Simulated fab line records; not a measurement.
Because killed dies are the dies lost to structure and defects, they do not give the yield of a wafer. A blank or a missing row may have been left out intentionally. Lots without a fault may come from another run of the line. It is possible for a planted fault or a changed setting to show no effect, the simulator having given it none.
Which tool is to blame? / flow rit_cmos / 45 wafers from 15 lots sampled at 4 of the route's 202 steps

## WHAT THE GAUGES SHOWED, per wafer
RIT_REOX_THK_MEAS_04.
lot=L249; measured=day 2 20:37; on=film_metro-03; REOX_OXIDE_THK (nm)=25.7 25.7 25.8
lot=L250; measured=day 3 03:38; on=film_metro-02; REOX_OXIDE_THK (nm)=25.5 25.7 25.4
lot=L251; measured=day 3 08:54; on=film_metro-04; REOX_OXIDE_THK (nm)=26.5 26.2 26.6
lot=L252; measured=day 3 14:05; on=film_metro-04; REOX_OXIDE_THK (nm)=25.3 24.8 24.9
lot=L253; measured=day 3 17:53; on=film_metro-03; REOX_OXIDE_THK (nm)=24.9 24.9 25.2
lot=L256; measured=day 4 08:56; on=film_metro-03; REOX_OXIDE_THK (nm)=24.9 25.6 25.3
lot=L258; measured=day 4 19:01; on=film_metro-03; REOX_OXIDE_THK (nm)=25.0 25.0 24.7
lot=L260; measured=day 5 04:30; on=film_metro-04; REOX_OXIDE_THK (nm)=25.6 25.6 25.6
lot=L262; measured=day 5 16:03; on=film_metro-02; REOX_OXIDE_THK (nm)=24.8 24.7 24.9
lot=L263; measured=day 5 21:25; on=film_metro-04; REOX_OXIDE_THK (nm)=25.0 25.2 24.9
lot=L264; measured=day 6 02:29; on=film_metro-02; REOX_OXIDE_THK (nm)=25.5 25.3 25.4
lot=L267; measured=day 6 17:14; on=film_metro-03; REOX_OXIDE_THK (nm)=25.3 25.1 25.5
lot=L269; measured=day 7 05:10; on=film_metro-03; REOX_OXIDE_THK (nm)=25.0 25.1 25.4
lot=L270; measured=day 7 12:04; on=film_metro-03; REOX_OXIDE_THK (nm)=24.7 24.6 24.1
lot=L268; measured=day 7 13:44; on=film_metro-02; REOX_OXIDE_THK (nm)=24.6 25.0 25.0

RIT_PSD_OVL_MEAS_06.
lot=L249; measured=day 3 05:36; on=overlay-02; PSD_OVL (nm)=1.8 1.9 1.2
lot=L250; measured=day 3 11:43; on=overlay-01; PSD_OVL (nm)=1.0 2.0 2.8
lot=L251; measured=day 3 16:50; on=overlay-01; PSD_OVL (nm)=3.5 1.4 1.9
lot=L252; measured=day 3 23:12; on=overlay-02; PSD_OVL (nm)=-1.0 1.3 0.5
lot=L253; measured=day 4 02:02; on=overlay-01; PSD_OVL (nm)=2.1 5.1 1.4
lot=L256; measured=day 4 16:53; on=overlay-02; PSD_OVL (nm)=1.7 1.2 -0.9
lot=L258; measured=day 5 03:14; on=overlay-02; PSD_OVL (nm)=1.8 1.3 1.6
lot=L260; measured=day 5 12:37; on=overlay-01; PSD_OVL (nm)=0.4 0.3 -1.5
lot=L262; measured=day 6 00:24; on=overlay-02; PSD_OVL (nm)=-1.6 0.2 1.6
lot=L263; measured=day 6 06:37; on=overlay-02; PSD_OVL (nm)=-2.7 -2.3 -2.1
lot=L264; measured=day 6 10:35; on=overlay-02; PSD_OVL (nm)=1.5 0.8 1.8
lot=L267; measured=day 7 01:01; on=overlay-01; PSD_OVL (nm)=-0.3 0.9 -0.6
lot=L269; measured=day 7 13:23; on=overlay-02; PSD_OVL (nm)=1.7 1.8 -1.3
lot=L270; measured=day 7 20:41; on=overlay-01; PSD_OVL (nm)=2.3 3.0 1.5
lot=L268; measured=day 7 23:49; on=overlay-02; PSD_OVL (nm)=1.6 4.8 2.6

RIT_M1_OVL_MEAS_10.
lot=L249; measured=day 3 12:06; on=overlay-02; M1_OVL (nm)=0.3 -0.8 -1.3
lot=L250; measured=day 3 18:02; on=overlay-02; M1_OVL (nm)=-3.4 -2.6 -0.6
lot=L251; measured=day 3 22:45; on=overlay-01; M1_OVL (nm)=-0.3 0.7 -0.4
lot=L252; measured=day 4 05:22; on=overlay-01; M1_OVL (nm)=-1.5 0.8 -3.3
lot=L253; measured=day 4 08:13; on=overlay-01; M1_OVL (nm)=1.3 2.7 0.5
lot=L256; measured=day 4 22:52; on=overlay-01; M1_OVL (nm)=0.8 0.0 2.1
lot=L258; measured=day 5 09:00; on=overlay-01; M1_OVL (nm)=-1.7 -0.7 -0.8
lot=L260; measured=day 5 18:29; on=overlay-01; M1_OVL (nm)=-2.5 -1.4 -2.9
lot=L262; measured=day 6 06:06; on=overlay-01; M1_OVL (nm)=1.6 1.1 0.3
lot=L263; measured=day 6 12:26; on=overlay-02; M1_OVL (nm)=2.2 -0.6 0.1
lot=L264; measured=day 6 16:21; on=overlay-02; M1_OVL (nm)=0.1 0.0 0.8
lot=L267; measured=day 7 06:43; on=overlay-01; M1_OVL (nm)=0.9 1.8 0.5
lot=L269; measured=day 7 19:31; on=overlay-02; M1_OVL (nm)=-0.3 -0.8 1.5
lot=L270; measured=day 8 02:58; on=overlay-01; M1_OVL (nm)=2.5 -0.1 1.8
lot=L268; measured=day 8 05:34; on=overlay-02; M1_OVL (nm)=0.8 1.2 -2.5

## EACH LOT AND THE TOOL THAT RAN IT (in order: tool; ch and the chambers of the sampled wafers; start)
lot=L249; RIT_CONTACT_STRIP_12=plasma_asher-02 ch 0,1, day 3 09:49
lot=L250; RIT_CONTACT_STRIP_12=plasma_asher-02 ch 0,1, day 3 15:43
lot=L251; RIT_CONTACT_STRIP_12=plasma_asher-02 ch 0,1, day 3 20:38
lot=L252; RIT_CONTACT_STRIP_12=plasma_asher-03 ch 0,1, day 4 03:08
lot=L253; RIT_CONTACT_STRIP_12=plasma_asher-02 ch 0,1, day 4 06:08
lot=L256; RIT_CONTACT_STRIP_12=plasma_asher-02 ch 0,1, day 4 20:37
lot=L258; RIT_CONTACT_STRIP_12=plasma_asher-03 ch 0,1, day 5 06:48
lot=L260; RIT_CONTACT_STRIP_12=plasma_asher-03 ch 0,1, day 5 16:14
lot=L262; RIT_CONTACT_STRIP_12=plasma_asher-03 ch 0,1, day 6 04:02
lot=L263; RIT_CONTACT_STRIP_12=plasma_asher-03 ch 0,1, day 6 10:14
lot=L264; RIT_CONTACT_STRIP_12=plasma_asher-03 ch 0,1, day 6 14:11
lot=L267; RIT_CONTACT_STRIP_12=plasma_asher-03 ch 0, day 7 04:35
lot=L269; RIT_CONTACT_STRIP_12=plasma_asher-01 ch 0,1, day 7 17:06
lot=L270; RIT_CONTACT_STRIP_12=plasma_asher-02 ch 0,1, day 8 00:23
lot=L268; RIT_CONTACT_STRIP_12=plasma_asher-03 ch 1, day 8 03:25
- RIT_CONTACT_STRIP_12: strips in O2, time 180 s.

## AS READ BY THE TOOLS THEMSELVES (means over the sampled wafers that have a number; for cases with no such wafer, the mark the record gives instead)
RIT_CONTACT_STRIP_12.
lot=L249; tool=plasma_asher-02; drypump_motor_current_A (A)=5.88; rf_refl_power_W (W)=6.6; run_length_s (s)=208.18
lot=L250; tool=plasma_asher-02; drypump_motor_current_A (A)=5.67; rf_refl_power_W (W)=6.7; run_length_s (s)=208.09
lot=L251; tool=plasma_asher-02; drypump_motor_current_A (A)=5.92; rf_refl_power_W (W)=6.6; run_length_s (s)=208.20
lot=L252; tool=plasma_asher-03; drypump_motor_current_A (A)=6.10; rf_refl_power_W (W)=5.5; run_length_s (s)=208.07
lot=L253; tool=plasma_asher-02; drypump_motor_current_A (A)=5.90; rf_refl_power_W (W)=6.7; run_length_s (s)=208.31
lot=L256; tool=plasma_asher-02; drypump_motor_current_A (A)=5.67; rf_refl_power_W (W)=6.8; run_length_s (s)=208.05
lot=L258; tool=plasma_asher-03; drypump_motor_current_A (A)=6.09; rf_refl_power_W (W)=5.5; run_length_s (s)=208.25
lot=L260; tool=plasma_asher-03; drypump_motor_current_A (A)=6.09; rf_refl_power_W (W)=5.5; run_length_s (s)=208.25
lot=L262; tool=plasma_asher-03; drypump_motor_current_A (A)=6.05; rf_refl_power_W (W)=5.2; run_length_s (s)=208.41
lot=L263; tool=plasma_asher-03; drypump_motor_current_A (A)=6.05; rf_refl_power_W (W)=5.0; run_length_s (s)=208.11
lot=L264; tool=plasma_asher-03; drypump_motor_current_A (A)=6.03; rf_refl_power_W (W)=5.0; run_length_s (s)=291.58
lot=L267; tool=plasma_asher-03; drypump_motor_current_A (A)=6.15; rf_refl_power_W (W)=6.0; run_length_s (s)=291.87
lot=L269; tool=plasma_asher-01; drypump_motor_current_A (A)=5.88; rf_refl_power_W (W)=8.8; run_length_s (s)=208.45
lot=L270; tool=plasma_asher-02; drypump_motor_current_A (A)=5.66; rf_refl_power_W (W)=6.9; run_length_s (s)=208.29
lot=L268; tool=plasma_asher-03; drypump_motor_current_A (A)=5.99; rf_refl_power_W (W)=4.7; run_length_s (s)=291.66

## THE ANSWER, worked out from the rows above alone
Rule: the lots themselves supply what counts as usual. Put in order of their means at a reading, lots are off if they are a third of the lots or fewer, leave a main group of 4 or more, and stand apart from it by a gap of 3 or more times the standard deviation of the main group's means; of several such gaps the widest counts. A main group whose means are all the same, to the digits that the tables above print for the reading, isn't used. Also off: a lot with no number at a reading for which 4 or more lots have one. Any other lot the step has rows for is counted as sound. First the gauges in route order, then the tools' own readings, where a lot's mean is used as printed above. The first step at which some lot is off is used, and at that step the reading that is off furthest; a lot without a number counts as furthest.
Off at RIT_CONTACT_STRIP_12 (run_length_s): L264, L267, L268. Mean 208.22 s and standard deviation 0.12 in the main group.
If a tool, at that step or one of the process steps before it, ran each lot that is off and ran no sound lot following the first of them, it fits. One fits: RIT_CONTACT_STRIP_12 on plasma_asher-03. Its last sound lot is L263 (day 6 10:14), its first lot that is off L264 (day 6 14:11): a fault that began between those two fits.
The tool's own readings at RIT_CONTACT_STRIP_12 bear it out: on the lots that are off they differ by more than 5 times the standard deviation of the sound lots' means. run_length_s reads 291.70 s there against 208.22 s on the sound lots.

## WHAT THE SIMULATOR PUT IN
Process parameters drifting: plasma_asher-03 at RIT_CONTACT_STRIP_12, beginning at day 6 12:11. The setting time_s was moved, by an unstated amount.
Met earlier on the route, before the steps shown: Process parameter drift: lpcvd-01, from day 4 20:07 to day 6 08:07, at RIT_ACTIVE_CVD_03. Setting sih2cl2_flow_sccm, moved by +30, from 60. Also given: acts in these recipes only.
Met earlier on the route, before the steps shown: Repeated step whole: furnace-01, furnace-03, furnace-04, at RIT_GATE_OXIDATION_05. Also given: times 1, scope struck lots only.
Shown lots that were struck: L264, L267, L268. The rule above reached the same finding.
